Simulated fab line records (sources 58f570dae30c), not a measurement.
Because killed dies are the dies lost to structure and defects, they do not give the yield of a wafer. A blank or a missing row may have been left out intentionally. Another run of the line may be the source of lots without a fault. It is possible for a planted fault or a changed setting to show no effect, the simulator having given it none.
Which tool was responsible? | flow berkeley-cmos170 | 14 lots with 42 wafers sampled at 5 steps, on a route of 331 steps

== WHAT THE GAUGES SHOWED, per wafer ==
UCB170_NSD_CD_MEAS_06 targets a cd of 1200 nm. Usual: cd-nm at 1199.8 nm, with a standard deviation of 1.4.
lot  | measured     | on        | cd-nm (nm)           | flag
L961 | day 7 19:59  | cd-sem-01 | 1199.4 1198.3 1199.5 |
L963 | day 8 08:34  | cd-sem-02 | 1199.5 1201.0 1199.8 |
L964 | day 8 08:53  | cd-sem-01 | 1201.4 1202.0 1201.9 |
L967 | day 8 19:11  | cd-sem-02 | 1199.7 1199.1 1200.1 |
L965 | day 8 18:55  | cd-sem-01 | 1200.6 1200.6 1200.1 |
L969 | day 9 18:14  | cd-sem-01 | 1200.4 1200.8 1199.7 |
L970 | day 9 18:28  | cd-sem-02 | 1200.5 1200.1 1202.0 |
L973 | day 10 03:11 | cd-sem-02 | 1200.7 1201.5 1201.6 |
L978 | day 11 13:14 | cd-sem-01 | 1197.6 1198.8 1198.8 |
L981 | day 12 03:41 | cd-sem-01 | - - -                | OFF
L980 | day 12 03:45 | cd-sem-02 | - - -                | OFF
L982 | day 12 14:17 | cd-sem-02 | 1200.3 1200.9 1200.1 |
L983 | day 12 13:54 | cd-sem-01 | 1199.7 1198.4 1199.0 |
L984 | day 12 22:41 | cd-sem-01 | 1200.1 1198.9 1199.9 |

UCB170_SDANNEAL_RS_MEAS_03: measures by four-point-probe. Usual: for NSD_RS the level is 37.25 ohm/sq and the standard deviation is 0.086.
lot  | measured     | on            | NSD_RS (ohm/sq)   | flag
L961 | day 7 21:37  | film-metro-03 | 37.13 37.17 37.25 |
L963 | day 8 10:43  | film-metro-01 | 37.25 37.08 37.13 |
L964 | day 8 11:13  | film-metro-03 | 37.28 37.20 37.24 |
L967 | day 8 21:01  | film-metro-02 | 37.52 37.40 37.43 |
L965 | day 8 20:37  | film-metro-01 | 37.11 37.17 37.07 |
L969 | day 9 19:54  | film-metro-03 | 37.30 37.26 37.24 |
L970 | day 9 20:09  | film-metro-01 | 37.17 37.08 37.15 |
L973 | day 10 04:59 | film-metro-02 | 37.27 37.20 37.21 |
L978 | day 11 15:11 | film-metro-02 | 37.25 37.15 37.20 |
L981 | day 12 05:18 | film-metro-02 | 37.32 37.33 37.27 |
L980 | day 12 05:28 | film-metro-01 | 37.29 37.25 37.22 |
L982 | day 12 15:55 | film-metro-02 | 37.41 37.45 37.36 |
L983 | day 12 15:38 | film-metro-03 | 37.34 37.14 37.24 |
L984 | day 13 00:17 | film-metro-02 | 37.19 37.22 37.25 |

UCB170_V1_THK_MEAS_04. Usual: for V1_POLISHED_THK the level is 1000.0 nm and the standard deviation is 1.2.
lot  | measured     | on            | V1_POLISHED_THK (nm) | flag
L961 | day 8 08:10  | film-metro-01 | 1002.0 1000.7 998.7  |
L963 | day 8 20:40  | film-metro-03 | 1000.9 1000.4 999.8  |
L964 | day 8 22:13  | film-metro-03 | 1001.7 1000.3 1000.6 |
L967 | day 9 07:47  | film-metro-04 | 999.3 1000.6 1000.0  |
L965 | day 9 07:47  | film-metro-03 | 998.3 998.3 999.8    |
L969 | day 10 05:20 | film-metro-03 | 998.8 1000.9 999.9   |
L970 | day 10 06:40 | film-metro-03 | 1000.9 1000.5 999.7  |
L973 | day 10 16:58 | film-metro-04 | 999.2 998.9 999.0    |
L978 | day 12 00:29 | film-metro-01 | 999.8 999.7 999.8    |
L981 | day 12 16:53 | film-metro-04 | 998.8 998.3 999.7    |
L980 | day 12 18:12 | film-metro-04 | 1001.7 1001.4 999.5  |
L982 | day 13 02:59 | film-metro-04 | 997.3 997.7 998.9    |
L983 | day 13 04:17 | film-metro-04 | 999.2 1003.0 1000.6  |
L984 | day 13 09:37 | film-metro-01 | 1001.2 999.8 1001.0  |

== EACH LOT AND THE TOOL THAT RAN IT (in order: tool; ch and the chambers of the sampled wafers; start) ==
lot  | UCB170_GATE_ETCH_14                | UCB170_NSD_COAT_01
L961 | rie-diel-03 ch 0,2,3, day 7 02:27  | litho-track-03 ch 0, day 7 18:36
L963 | rie-diel-01 ch 1,2,3, day 7 17:43  | litho-track-04 ch 0, day 8 07:16
L964 | rie-diel-04 ch 0,1,3, day 7 17:57  | litho-track-01 ch 0, day 8 07:23
L967 | rie-diel-01 ch 1,2,3, day 8 05:38  | litho-track-03 ch 0, day 8 18:18
L965 | rie-diel-04 ch 1,2,3, day 8 05:54  | litho-track-01 ch 0, day 8 18:04
L969 | rie-diel-03 ch 0,1,3, day 9 05:14  | litho-track-04 ch 0, day 9 17:23
L970 | rie-diel-01 ch 1,2,3, day 9 05:31  | litho-track-03 ch 0, day 9 17:39
L973 | rie-diel-01 ch 0,1, day 9 14:13    | litho-track-03 ch 0, day 10 02:21
L978 | rie-diel-03 ch 0,3, day 10 21:25   | litho-track-03 ch 0, day 11 12:26
L981 | rie-diel-01 ch 0,2,3, day 11 12:38 | litho-track-01, day 12 02:29
L980 | rie-diel-04 ch 0,1, day 11 13:07   | litho-track-03, day 12 02:39
L982 | rie-diel-04 ch 1,2,3, day 11 21:40 | litho-track-01 ch 0, day 12 12:56
L983 | rie-diel-03 ch 0,1,2, day 11 21:55 | litho-track-04 ch 0, day 12 12:38
L984 | rie-diel-03 ch 0,1,3, day 12 07:52 | litho-track-03 ch 0, day 12 21:07
- UCB170_GATE_ETCH_14: etches BARC in N2/H2.
- UCB170_NSD_COAT_01: resist thk 907.9 nm.

== WHAT THE TOOLS THEMSELVES READ (means of the sampled wafers that have a number; where no wafer has one, the mark that the record gives instead) ==
UCB170_GATE_ETCH_14. Usual: drypump-motor-current-A 5.9 A, standard deviation 0.37; oes-product-au 1.009 a.u., standard deviation 0.019; throttle-valve-pct 13.29 %, standard deviation 0.17.
lot  | tool        | drypump-motor-current-A (A) | oes-product-au (a.u.) | throttle-valve-pct (%) | flag
L961 | rie-diel-03 | 5.6                         | 1.009                 | 13.27                  |
L963 | rie-diel-01 | 5.8                         | 0.994                 | 13.23                  |
L964 | rie-diel-04 | 5.7                         | 1.010                 | 13.38                  |
L967 | rie-diel-01 | 5.8                         | 0.993                 | 13.23                  |
L965 | rie-diel-04 | 6.0                         | 1.008                 | 13.34                  |
L969 | rie-diel-03 | 5.6                         | 1.027                 | 13.31                  |
L970 | rie-diel-01 | 5.8                         | 0.995                 | 13.23                  |
L973 | rie-diel-01 | 6.5                         | 1.032                 | 13.18                  |
L978 | rie-diel-03 | 5.5                         | 1.030                 | 13.22                  |
L981 | rie-diel-01 | 6.0                         | 1.009                 | 13.32                  |
L980 | rie-diel-04 | 5.8                         | 1.008                 | 13.23                  |
L982 | rie-diel-04 | 6.0                         | 1.010                 | 13.34                  |
L983 | rie-diel-03 | 5.7                         | 1.006                 | 13.35                  |
L984 | rie-diel-03 | 5.6                         | 1.027                 | 13.31                  |

UCB170_NSD_COAT_01. Usual: chill-plate-temp-C 23.01 C, standard deviation 0.11; dispense-pressure-kPa 51.3 kPa, standard deviation 2.4.
lot  | tool           | chill-plate-temp-C (C) | dispense-pressure-kPa (kPa) | flag
L961 | litho-track-03 | 23.01                  | 50.9                        |
L963 | litho-track-04 | 23.10                  | 49.3                        |
L964 | litho-track-01 | 23.09                  | 55.9                        |
L967 | litho-track-03 | 23.08                  | 50.9                        |
L965 | litho-track-01 | 22.95                  | 55.9                        |
L969 | litho-track-04 | 22.89                  | 49.3                        |
L970 | litho-track-03 | 23.06                  | 50.9                        |
L973 | litho-track-03 | 23.03                  | 50.8                        |
L978 | litho-track-03 | 23.04                  | 50.7                        |
L981 | litho-track-01 | -                      | -                           | OFF
L980 | litho-track-03 | -                      | -                           | OFF
L982 | litho-track-01 | 23.06                  | 55.8                        |
L983 | litho-track-04 | 23.01                  | 49.2                        |
L984 | litho-track-03 | 22.84                  | 50.7                        |

== THE ANSWER, worked out from the rows above alone ==
Rule: a lot counts as off when the mean over its wafers that have a number is more than 3 standard deviations away from the usual mean. A lot without any number at a reading at which 4 lots or more have one is off too. All remaining lots with rows at the step are treated as sound. The gauges are gone through in route order, then the tools' own readings, and for those a lot's mean is taken as printed above. At the first step where some lot is off, the reading lying furthest off is the one used; lots without a number count as furthest.
Off: L981, L980, at UCB170_NSD_CD_MEAS_06 (cd-nm). Without a number there: L981, L980.
A tool fits if, at a process step before that reading, it ran every lot that is off, and no sound lot after the first of them. The gauges at UCB170_NSD_CD_MEAS_06 aren't tried: what is off there is off at UCB170_NSD_COAT_01 too, on other tools, and a gauge's error can't cause that. None of those tried fits.

== WHAT THE SIMULATOR PUT IN ==
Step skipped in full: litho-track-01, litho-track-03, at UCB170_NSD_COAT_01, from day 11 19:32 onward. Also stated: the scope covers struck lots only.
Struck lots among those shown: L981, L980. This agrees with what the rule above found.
